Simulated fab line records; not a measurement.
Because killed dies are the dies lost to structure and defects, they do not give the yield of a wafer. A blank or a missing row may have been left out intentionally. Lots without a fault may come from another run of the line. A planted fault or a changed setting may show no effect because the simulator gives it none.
Struck lot and sound lot, side by side -- flow ritCmos -- 29 steps out of a route of 202
Sound: wafers L752.2, L752.3, L752.5. The struck wafers were L745.4, L745.5, L745.6. At the end, the cause is stated.
Order at every step that has rows: each side's tool, ch and its chambers, its first start. Under that, the readings that differ: sound wafers -- struck wafers -- difference of the means -- sigmas: that difference in standard deviations of wafers without a fault.
alike: same words and numbers on both sides, and readings whose means sit less than 2 such deviations apart. not compared: any withheld reading, any reading some wafer has no value for, any bound like >300 that may hide the same value, and any number with overlapping values for which the record gives no deviation.
A row with sigmas, a row that says differs or no value, or rows on one side alone: a step with any of these is where the two part. Non-overlapping numbers with no deviation appear without sigmas and do not part them. A reading that every wafer of one side lacks parts them only if that side has two wafers or more.

RIT_FOX2_THK_MEAS_01:
  sound on filmMetro-02 at day 5 14:32; struck on filmMetro-01 at day 4 04:49
  alike: FOX2_OXIDE_THK
then, 2 steps without rows for these wafers: RIT_FOX2_CLEAN_02 (cleans in dHF, time 180 s); RIT_FOX2_WET_ETCH_03 (etches Si3N4 in H3PO4, target depth 195 nm, time 2700 s).
RIT_FOX2_THK_MEAS_90:
  sound on filmMetro-02 at day 5 15:25; struck on filmMetro-02 at day 4 05:46
  alike: FIELD_OXIDE_LEFT_1_THK
then, 6 steps without rows for these wafers: RIT_NWELL_HMDS_00 (prime time 60 s); RIT_NWELL_COAT_01 (resist thk 1300 nm); RIT_NWELL_SOFTBAKE_02 (time 60 s); RIT_NWELL_EXPOSE_03 (exposes mask M2, target cd 43900 nm); RIT_NWELL_PEB_04; RIT_NWELL_DEVELOP_05 (develop time 68 s).
RIT_NWELL_OVL_MEAS_06:
  sound on overlay-02 at day 5 16:28; struck on overlay-02 at day 4 06:41
  alike: NWELL_OVL
then, 1 step without rows for these wafers: RIT_NWELL_HARDBAKE_07 (time 120 s).
RIT_NWELL_IMPLANT_08:
  sound on implanter-04 ch 0, day 5 16:46; struck on implanter-01 ch 0, day 4 07:21
reading,sound,struck,difference,sigmas
doseIonsCm2,4.996e+13 5.009e+13 5e+13,4.994e+13 4.99e+13 4.99e+13,-1.033e+11,-2
RIT_NWELL_STRIP_09: strips in O2, time 180 s.
  sound on plasmaAsher-04 ch 0,1, day 5 16:54; struck on plasmaAsher-02 ch 0,1, day 4 07:29
  alike: drypumpMotorCurrentA
  not compared: rfHoursCounterH
RIT_NWELL_TW_MEAS_10:
  sound on filmMetro-01 at day 5 17:05; struck on filmMetro-04 at day 4 07:55
reading,sound,struck,difference,sigmas
NWELL_TW,2098 2095 2081,2662 2667 2660,+572,+23
then, 6 steps without rows for these wafers: RIT_PWELL_HMDS_00 (prime time 60 s); RIT_PWELL_COAT_01 (resist thk 1300 nm); RIT_PWELL_SOFTBAKE_02 (time 60 s); RIT_PWELL_EXPOSE_03 (exposes mask M3, target cd 43700 nm); RIT_PWELL_PEB_04; RIT_PWELL_DEVELOP_05 (develop time 68 s).
RIT_PWELL_OVL_MEAS_06:
  sound on overlay-01 at day 5 18:08; struck on overlay-01 at day 4 10:42
  alike: PWELL_OVL
then, 2 steps without rows for these wafers: RIT_PWELL_HARDBAKE_07 (time 120 s); RIT_PWELL_IMPLANT_08.
RIT_PWELL_STRIP_09: strips in O2, time 180 s.
  sound on plasmaAsher-02 ch 0,1, day 5 18:37; struck on plasmaAsher-03 ch 0,1, day 4 11:44
  alike: drypumpMotorCurrentA
  not compared: rfHoursCounterH
RIT_PWELL_TW_MEAS_10:
  sound on filmMetro-02 at day 5 18:48; struck on filmMetro-04 at day 4 11:52
  alike: PWELL_TW
then, 1 step without rows for these wafers: RIT_WELLDRIVE_ANNEAL_00 (time 14700 s).
RIT_WELLDRIVE_RS_MEAS_01: measurement is done with a four-point probe.
  sound on filmMetro-04 at day 5 23:57; struck on filmMetro-02 at day 4 17:23
reading,sound,struck,difference,sigmas
NWELL_RS (ohm/sq),275.4 275.2 276.1,183.0 182.5 183.0,-92.7,-99 or more
RIT_M1_PROBE_99:
  the record holds rows for the sound wafers here (prober-02, day 7 09:59) but none for the struck ones

== WHERE THEY PART ==
Earliest at RIT_NWELL_IMPLANT_08; latest, in this record, at RIT_M1_PROBE_99.

WHY: what the simulator had put in
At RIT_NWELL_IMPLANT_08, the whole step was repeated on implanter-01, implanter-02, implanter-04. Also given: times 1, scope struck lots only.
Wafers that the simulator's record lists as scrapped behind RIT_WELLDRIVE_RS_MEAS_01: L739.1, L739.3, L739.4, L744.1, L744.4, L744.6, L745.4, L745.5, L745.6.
